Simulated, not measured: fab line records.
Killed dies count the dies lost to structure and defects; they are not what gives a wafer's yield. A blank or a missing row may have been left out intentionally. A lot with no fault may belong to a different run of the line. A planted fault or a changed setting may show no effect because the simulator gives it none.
fab line records | flow ritCmos | part 2 of 2: steps 25 to 33 of 33
record: lots: 5 | wafers: 15 | lastDay: 6
route steps=202 shown NWELL@32 PWELL@39 WELLDRIVE@50 NRETRO@53 PRETRO@64
lots untouched by any fault: they come from a run of this same line in which no faults occurred
startH: the number of hours between the record's first day and the start of the first shown wafer of the lot | waitH: hours elapsed since this lot's preceding step | " identical to the entry in the row above | L1.1+2: a row that stands for several wafers | - no value, or no start was given | * or withheld: withheld | < > ~ a bound
route shown NAME@n: NAME is a module with steps in the file, n the number in the route of the first one | usual: mean/standard deviation taken from wafers without a fault | same: alike in all rows | chamber/n: place in a boat | sites: per-site readings | _std_site: their standard deviation | _edge_site: the outer-site mean with the inner-site mean subtracted | radiusMm: for every site, how far away it sits from the centre of the wafer | mask NAME#n: copy n | behind: tool/chamber where the wafer was last shaped | hold: why the lot was held/for how many hours/how that ended | device: transistor that didn't switch, given as n, p or np | end of line: tests run on the same wafers once the route is complete | step lacking rows: just its recipe | killed: dies lost to structure and defects at the first sort, not the wafer's yield | map: a wafer's dies, x killed, . not, _ none there
set.NAME: the setting the step ran with; set.NAME@STEP: the setting that earlier step ran with | model.NAME: the simulator's own value behind a step, which no gauge read
lots at some steps of the route; a table a step, a row a wafer
services: from which hour (startH, from the record's first day; less than 0 if before it) a tool's chamber was out of use, for how many hours, and why
== steps ==
step: RIT_NRETRO_EXPOSE_03
recipe: maskId: M4 | na: 0.57 | targetCdNm: 43900 | doseMj: 250
usual: focusOffsetNm: 0.1/0.52
lot.wafer | tool            | chamber | startH | waitH | mask | focusOffsetNm
L076.3    | ilineStepper-02 | 0       | 38.41  | 0.1   | M4#0 | -0.8
L076.4    | "               | 0       | "      | "     | M4#0 | 0.4
L076.6    | "               | 0       | "      | "     | M4#0 | -1.0
L080.3    | ilineStepper-01 | 0       | 59.97  | 0.2   | M4#0 | 0.0
L080.5    | "               | 0       | "      | "     | M4#0 | 0.0
L080.6    | "               | 0       | "      | "     | M4#0 | 0.1
L082.1    | ilineStepper-01 | 0       | 71.79  | 0.1   | M4#0 | 0.1
L082.2    | "               | 0       | "      | "     | M4#0 | 0.2
L082.6    | "               | 0       | "      | "     | M4#0 | -1.0
L083.1    | ilineStepper-02 | 0       | 76.22  | 0.2   | M4#0 | 0.0
L083.2    | "               | 0       | "      | "     | M4#0 | -0.2
L083.6    | "               | 0       | "      | "     | M4#0 | 0.6
L093.3    | ilineStepper-02 | 0       | 125.89 | 0.2   | M4#0 | -0.1
L093.4    | "               | 0       | "      | "     | M4#0 | -0.6
L093.6    | "               | 0       | "      | "     | M4#0 | -0.3
step: RIT_NRETRO_PEB_04
recipe: resist: NOVOLAK | tempC: withheld | timeS: withheld
usual: chillPlateTempC: * | exhaustPa: 45.1/1.1
lot.wafer | tool          | chamber | startH | waitH | chillPlateTempC | exhaustPa
L076.3    | lithoTrack-02 | 0       | 38.54  | 0.1   | *               | 44.4
L076.4    | "             | 0       | "      | "     | *               | 45.3
L076.6    | "             | 0       | "      | "     | *               | 46.2
L080.3    | lithoTrack-02 | 0       | 60.10  | 0.1   | *               | 45.9
L080.5    | "             | 0       | "      | "     | *               | 44.6
L080.6    | "             | 0       | "      | "     | *               | 45.1
L082.1    | lithoTrack-04 | 0       | 71.91  | 0.1   | *               | 43.6
L082.2    | "             | 0       | "      | "     | *               | 43.7
L082.6    | "             | 0       | "      | "     | *               | 43.6
L083.1    | lithoTrack-03 | 0       | 76.33  | 0.1   | *               | 48.4
L083.2    | "             | 0       | "      | "     | *               | 47.1
L083.6    | "             | 0       | "      | "     | *               | 46.5
L093.3    | lithoTrack-02 | 0       | 126.02 | 0.1   | *               | 44.6
L093.4    | "             | 0       | "      | "     | *               | 44.5
L093.6    | "             | 0       | "      | "     | *               | 44.9
step: RIT_NRETRO_DEVELOP_05
recipe: resist: NOVOLAK | developTimeS: 68 | devTempC: 23
usual: chillPlateTempC: 22.99/0.1 | exhaustPa: 44.9/1
lot.wafer | tool          | chamber | startH | waitH | chillPlateTempC | exhaustPa
L076.3    | lithoTrack-02 | 0       | -      | -     | 22.95           | 46.7
L076.4    | "             | 0       | "      | "     | 22.82           | 45.4
L076.6    | "             | 0       | "      | "     | 23.05           | 47.0
L080.3    | lithoTrack-02 | 0       | -      | -     | 22.89           | 45.8
L080.5    | "             | 0       | "      | "     | 22.92           | 46.2
L080.6    | "             | 0       | "      | "     | 22.88           | 45.8
L082.1    | lithoTrack-04 | 0       | -      | -     | 22.97           | 43.3
L082.2    | "             | 0       | "      | "     | 23.04           | 42.4
L082.6    | "             | 0       | "      | "     | 22.91           | 43.6
L083.1    | lithoTrack-03 | 0       | -      | -     | 23.13           | 44.0
L083.2    | "             | 0       | "      | "     | 23.14           | 44.0
L083.6    | "             | 0       | "      | "     | 23.09           | 43.4
L093.3    | lithoTrack-02 | 0       | -      | -     | 22.75           | 45.0
L093.4    | "             | 0       | "      | "     | 22.72           | 45.3
L093.6    | "             | 0       | "      | "     | 22.85           | 45.5
step: RIT_NRETRO_OVL_MEAS_06
usual: NRETRO_OVL: 0.0/1.4
lot.wafer | tool       | chamber | startH | waitH | NRETRO_OVL[nm]
L076.3    | overlay-02 | -       | 38.82  | -     | 0.7
L076.4    | "          | -       | "      | "     | 0.1
L076.6    | "          | -       | "      | "     | 1.2
L080.3    | overlay-01 | -       | 60.37  | -     | -2.7
L080.5    | "          | -       | "      | "     | -2.6
L080.6    | "          | -       | "      | "     | -1.8
L082.1    | overlay-01 | -       | 72.22  | -     | -0.9
L082.2    | "          | -       | "      | "     | -0.4
L082.6    | "          | -       | "      | "     | -1.0
L083.1    | overlay-01 | -       | 76.65  | -     | -1.6
L083.2    | "          | -       | "      | "     | 0.1
L083.6    | "          | -       | "      | "     | -0.3
L093.3    | overlay-02 | -       | 126.29 | -     | 1.0
L093.4    | "          | -       | "      | "     | -0.4
L093.6    | "          | -       | "      | "     | 0.0
step: RIT_NRETRO_HARDBAKE_07
recipe: resist: NOVOLAK | tempC: 140 | timeS: 120
usual: chillPlateTempC: 23.01/0.1 | exhaustPa: 44.7/0.76
lot.wafer | tool          | chamber | startH | waitH | chillPlateTempC | exhaustPa
L076.3    | lithoTrack-03 | 0       | 38.92  | 0.1   | 23.01           | 46.0
L076.4    | "             | 0       | "      | "     | 23.01           | 45.0
L076.6    | "             | 0       | "      | "     | 23.01           | 44.9
L080.3    | lithoTrack-04 | 0       | 60.48  | 0.1   | 23.03           | 44.0
L080.5    | "             | 0       | "      | "     | 23.14           | 44.1
L080.6    | "             | 0       | "      | "     | 23.26           | 43.4
L082.1    | lithoTrack-04 | 0       | 72.26  | 0.0   | 23.00           | 45.1
L082.2    | "             | 0       | "      | "     | 23.14           | 45.0
L082.6    | "             | 0       | "      | "     | 22.93           | 44.3
L083.1    | lithoTrack-04 | 0       | 76.68  | 0.0   | 23.14           | 45.9
L083.2    | "             | 0       | "      | "     | 23.03           | 44.3
L083.6    | "             | 0       | "      | "     | 23.02           | 44.2
L093.3    | lithoTrack-04 | 0       | 126.40 | 0.1   | 23.10           | 45.3
L093.4    | "             | 0       | "      | "     | 23.02           | 45.5
L093.6    | "             | 0       | "      | "     | 23.12           | 45.1
step: RIT_NRETRO_IMPLANT_08
recipe: species: P | energyKev: 70 | doseCm2: 1e+13 | tiltDeg: 7
usual: faradayCurrentUA: 31.8/0.63 | tiltDeg: 6.998/0.019
lot.wafer | tool         | chamber | startH | waitH | faradayCurrentUA | tiltDeg
L076.3    | implanter-03 | 0       | 39.14  | 0.2   | 31.2             | 6.998
L076.4    | "            | 0       | "      | "     | 32.0             | 7.006
L076.6    | "            | 0       | "      | "     | 33.5             | 7.025
L080.3    | implanter-04 | 0       | 60.69  | 0.2   | 32.1             | 6.988
L080.5    | "            | 0       | "      | "     | 32.4             | 7.005
L080.6    | "            | 0       | "      | "     | 30.6             | 6.988
L082.1    | implanter-03 | 0       | 72.51  | 0.2   | 32.4             | 6.975
L082.2    | "            | 0       | "      | "     | 32.4             | 6.983
L082.6    | "            | 0       | "      | "     | 32.1             | 6.977
L083.1    | implanter-03 | 0       | 76.93  | 0.2   | 31.7             | 6.999
L083.2    | "            | 0       | "      | "     | 31.8             | 7.013
L083.6    | "            | 0       | "      | "     | 30.8             | 7.018
L093.3    | implanter-03 | 0       | 126.62 | 0.2   | 32.2             | 6.991
L093.4    | "            | 0       | "      | "     | 32.2             | 7.010
L093.6    | "            | 0       | "      | "     | 32.6             | 6.997
step: RIT_NRETRO_STRIP_09
recipe: chemistry: O2 | timeS: 180 | resist: NOVOLAK | platenTempC: withheld | powerW: 500 | pressureMtorr: 4000 | o2FlowSccm: 4000
usual: drypumpMotorCurrentA: 6.0/0.54
lot.wafer | tool           | chamber | startH | waitH | drypumpMotorCurrentA | rfHoursCounterH
L076.3    | plasmaAsher-02 | 1       | 39.30  | 0.1   | 5.7                  | -
L076.4    | "              | 0       | "      | "     | 5.4                  | -
L076.6    | "              | 0       | "      | "     | 5.5                  | -
L080.3    | plasmaAsher-02 | 0       | 60.85  | 0.1   | 5.5                  | -
L080.5    | "              | 1       | "      | "     | 5.7                  | -
L080.6    | "              | 0       | "      | "     | 5.4                  | -
L082.1    | plasmaAsher-02 | 0       | 72.66  | 0.1   | 5.5                  | 40
L082.2    | "              | 1       | "      | "     | 5.7                  | 40
L082.6    | "              | 1       | "      | "     | 5.7                  | -
L083.1    | plasmaAsher-03 | 0       | 77.08  | 0.1   | 6.7                  | 45
L083.2    | "              | 1       | "      | "     | 5.5                  | 45
L083.6    | "              | 0       | "      | "     | 6.7                  | -
L093.3    | plasmaAsher-02 | 0       | 126.78 | 0.1   | 5.4                  | -
L093.4    | "              | 1       | "      | "     | 5.6                  | -
L093.6    | "              | 1       | "      | "     | 5.7                  | -
step: RIT_NRETRO_TW_MEAS_10
usual: NRETRO_TW: 1044/12
lot.wafer | tool         | chamber | startH | waitH | NRETRO_TW
L076.3    | filmMetro-02 | -       | 39.44  | 0.1   | 1029
L076.4    | "            | -       | "      | "     | 1024
L076.6    | "            | -       | "      | "     | 1026
L080.3    | filmMetro-04 | -       | 60.99  | 0.1   | 1042
L080.5    | "            | -       | "      | "     | 1045
L080.6    | "            | -       | "      | "     | 1053
L082.1    | filmMetro-04 | -       | 72.83  | 0.1   | 1043
L082.2    | "            | -       | "      | "     | 1048
L082.6    | "            | -       | "      | "     | 1039
L083.1    | filmMetro-02 | -       | 77.26  | 0.1   | 1026
L083.2    | "            | -       | "      | "     | 1026
L083.6    | "            | -       | "      | "     | 1023
L093.3    | filmMetro-02 | -       | 126.91 | 0.1   | 1027
L093.4    | "            | -       | "      | "     | 1033
L093.6    | "            | -       | "      | "     | 1034
step: RIT_PRETRO_HMDS_00
recipe: primeTimeS: 60 | primeTempC: 140
usual: chillPlateTempC: 22.99/0.11 | exhaustPa: 44.8/0.91 | primeTempC: 139.96/0.14
lot.wafer | tool          | chamber | startH | waitH | chillPlateTempC | exhaustPa | primeTempC
L076.3    | lithoTrack-01 | 0       | 39.53  | 0.1   | 22.82           | 43.5      | 139.92
L076.4    | "             | 0       | "      | "     | 23.06           | 44.3      | 140.04
L076.6    | "             | 0       | "      | "     | 23.10           | 43.2      | 140.04
L080.3    | lithoTrack-04 | 0       | 61.08  | 0.1   | 22.97           | 46.5      | 140.03
L080.5    | "             | 0       | "      | "     | 22.99           | 44.8      | 139.91
L080.6    | "             | 0       | "      | "     | 22.95           | 44.9      | 140.08
L082.1    | lithoTrack-03 | 0       | 72.89  | 0.1   | 23.08           | 42.6      | 140.02
L082.2    | "             | 0       | "      | "     | 22.97           | 44.2      | 140.11
L082.6    | "             | 0       | "      | "     | 22.99           | 42.4      | 139.96
L083.1    | lithoTrack-04 | 0       | 77.32  | 0.1   | 22.95           | 43.8      | 139.88
L083.2    | "             | 0       | "      | "     | 23.01           | 44.1      | 140.01
L083.6    | "             | 0       | "      | "     | 23.00           | 44.9      | 139.77
L093.3    | lithoTrack-04 | 0       | 127.00 | 0.1   | 22.97           | 45.1      | 139.67
L093.4    | "             | 0       | "      | "     | 22.88           | 45.9      | 139.65
L093.6    | "             | 0       | "      | "     | 22.99           | 43.1      | 139.85
== services ==
tool            | chamber | startH | hours | kind
furnace-03      | -       | 6.85   | 3.5   | pm
ilineStepper-02 | -       | 9.02   | 10.7  | repair
furnace-04      | -       | 13.54  | 8.1   | pm
ilineStepper-01 | -       | 19.76  | 1.7   | pm
implanter-02    | -       | 26.74  | 22.5  | pm
plasmaAsher-03  | -       | 29.45  | 3.2   | repair
implanter-02    | -       | 50.03  | 2.4   | repair
implanter-02    | -       | 55.00  | 3.4   | repair
implanter-01    | -       | 74.87  | 3.6   | repair
ilineStepper-02 | -       | 81.00  | 2.1   | pm
implanter-02    | -       | 81.78  | 3.4   | repair
plasmaAsher-04  | -       | 87.09  | 2.8   | pm
implanter-02    | -       | 88.69  | 4.7   | pm
implanter-01    | -       | 93.99  | 6.3   | repair
furnace-03      | -       | 94.24  | 2.5   | pm
implanter-04    | -       | 96.84  | 23.2  | pm
plasmaAsher-02  | -       | 108.75 | 9.0   | pm
plasmaAsher-02  | 0       | 108.75 | 9.0   | ventCycle
plasmaAsher-02  | 1       | 108.75 | 9.0   | ventCycle
plasmaAsher-04  | -       | 114.73 | 0.3   | repair
plasmaAsher-04  | -       | 115.27 | 2.3   | repair
implanter-02    | -       | 115.87 | 0.6   | repair
plasmaAsher-03  | -       | 117.44 | 8.2   | repair
plasmaAsher-02  | 0       | 117.75 | -     | clean
